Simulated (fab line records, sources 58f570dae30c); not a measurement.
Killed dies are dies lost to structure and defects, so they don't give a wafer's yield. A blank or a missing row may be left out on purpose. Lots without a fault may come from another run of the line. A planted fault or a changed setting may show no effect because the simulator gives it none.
Chamber matching | flow berkeley_cmos170 | UCB170_V2_CVD_00 on pecvd-02: 3 sister chambers
The step deposits SiO2 from TEOS/O2, target thk 2000 nm, time 250 s. 6 wafers are shown with their chamber, then 7 later ones without.

WAFERS WITH THEIR CHAMBER
wafer  | chamber | heater_power_w (W)
L594.5 | 2       | 302
L596.5 | 0       | 256
L599.4 | 1       | 231
L599.6 | 0       | 242
L612.2 | 2       | 263
L612.3 | 1       | 258

WAFERS WITHOUT THEIR CHAMBER
wafer  | heater_power_w (W)
L612.5 | 325
L615.2 | 231
L615.3 | 285
L615.6 | 169
L616.1 | 312
L616.2 | 295
L616.3 | 212

WHICH CHAMBER EACH WENT THROUGH
wafer  | from the rows above          | in truth
L612.5 | can't be placed: 2 or 0 or 1 | 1
L615.2 | can't be placed: 1 or 0 or 2 | 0
L615.3 | can't be placed: 2 or 0 or 1 | 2
L615.6 | can't be placed: 1 or 0 or 2 | 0
L616.1 | can't be placed: 2 or 0 or 1 | 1
L616.2 | can't be placed: 2 or 0 or 1 | 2
L616.3 | can't be placed: 1 or 0 or 2 | 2
Placed correctly: 0 of 7. Can't be placed from these rows: 7 (the true chamber is among the candidates in 7). Placed wrongly: 0.
How it was worked out, from the rows above alone: a wafer's distance from a chamber is the root of the sum, over the readings, of the square of ((its reading less the chamber's mean) divided by the reading's scatter). The wafer belongs to the nearest chamber; if the next one is less than 2 further off, it can't be placed. A chamber's mean is the mean of its shown wafers. The scatter: the root of (the sum of the squares of (reading less its chamber's mean) over the shown wafers, divided by (wafers less chambers)).
